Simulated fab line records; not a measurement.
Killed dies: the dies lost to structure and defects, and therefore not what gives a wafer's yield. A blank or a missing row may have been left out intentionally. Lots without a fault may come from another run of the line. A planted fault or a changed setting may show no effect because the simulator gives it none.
2 desks, one fault -- flow rit-cmos -- every desk sees just its own numbers, and what lay behind them comes last

FOR THE TOOL OWNER'S DESK: lpcvd-02
The tool's own readings at RIT_ACTIVE_CVD_03 (deposits Si3N4 from SiH2Cl2/NH3, target thk 150 nm, time 1500 s): means of the sampled wafers that have a number, for each lot that ran on this tool. If a lot's mean is further than 4 standard deviations from the usual mean, the lot is out of limits and carries the mark OUT (the distance appears in the brackets).
Columns: A = nh3-flow-sccm at RIT_ACTIVE_CVD_03, usual 150.1 sccm; B = spike-tc-load-C at RIT_ACTIVE_CVD_03, usual 833.4 C; C = zone-power-centre-pct at RIT_ACTIVE_CVD_03, usual 37.8 %; D = zone-power-load-pct at RIT_ACTIVE_CVD_03, usual 21.4 %
lot,first seen here,A,B,C,D
L762,day 1 12:07,149.8,829.3,34.0,23.1
L763,day 1 17:59,150.1,833.3,38.7,19.6
L765,day 2 05:13,150.4,834.1,39.1,19.5
L767,day 2 13:31,149.6,829.4,33.9,22.7
L768,day 2 18:27,150.0,829.2,34.3,22.7
L770,day 3 05:26,149.9,833.8,38.9,19.5
This desk's finding: nothing out of limits on any of the 6 lots.

THE METROLOGY DESK
What the gauges read for every lot (on any tool): the sampled wafers with a number, averaged. If a lot's mean is further than 4 standard deviations from the usual mean, the lot is out of limits and carries the mark OUT (the distance appears in the brackets).
Columns: A = ACTIVE_NITRIDE_THK at RIT_ACTIVE_THK_MEAS_04, usual 149.5 nm; B = GATE_POLY_THK at RIT_GATE_THK_MEAS_09, usual 250.2 nm; C = PLDD_OVL at RIT_PLDD_OVL_MEAS_06, usual 1.1 nm; D = cd-nm at RIT_CONTACT_CD_MEAS_90, usual 999.8 nm
lot,first seen here,A,B,C,D
L762,day 1 14:16,149.1,248.9,0.6,1000.4
L763,day 1 20:07,148.9,251.5,2.5,997.3
L765,day 2 07:20,151.3,247.7,1.3,1001.1
L766,day 2 09:32,150.3,245.4,-0.3,1001.5
L767,day 2 15:38,152.1,247.3,-0.2,998.3
L768,day 2 20:36,204.3 (+39) OUT,250.4,2.1,1000.5
L770,day 3 07:33,203.9 (+39) OUT,251.9,1.4,1000.0
L774,day 4 01:36,147.7,249.4,2.3,997.6
L776,day 4 12:14,148.5,249.1,2.9,999.8
L781,day 5 12:32,148.8,250.0,-0.1,999.3
L782,day 5 18:59,150.4,248.3,0.1,1000.6
L783,day 5 22:45,149.3,250.0,-0.0,999.9
L784,day 6 03:44,151.1,250.2,1.3,998.9
L785,day 6 08:33,150.6,251.0,2.2,1000.9
Per this desk, out of limits: L768, L770; the first was L768, day 2 20:36 (ACTIVE_NITRIDE_THK at RIT_ACTIVE_THK_MEAS_04). In limits: L762, L763, L765, L766, L767, L774, L776, L781, L782, L783, L784, L785.

PUT TOGETHER
An alarm was possible from the metrology desk at day 2 20:36, on L768, L770.
Nothing out of limits was seen by the tool owner's desk.
On record at the tool owner's desk: L768, L770, within its limits.
On lpcvd-02, each named lot ran RIT_ACTIVE_CVD_03.

WHAT THE SIMULATOR PUT IN
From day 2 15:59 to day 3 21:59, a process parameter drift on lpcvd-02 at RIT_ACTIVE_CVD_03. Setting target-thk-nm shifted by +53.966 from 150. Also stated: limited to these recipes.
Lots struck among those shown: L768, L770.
Per desk, hours elapsed from the start of the fault to the first reading out of limits: for the metrology desk, 5.
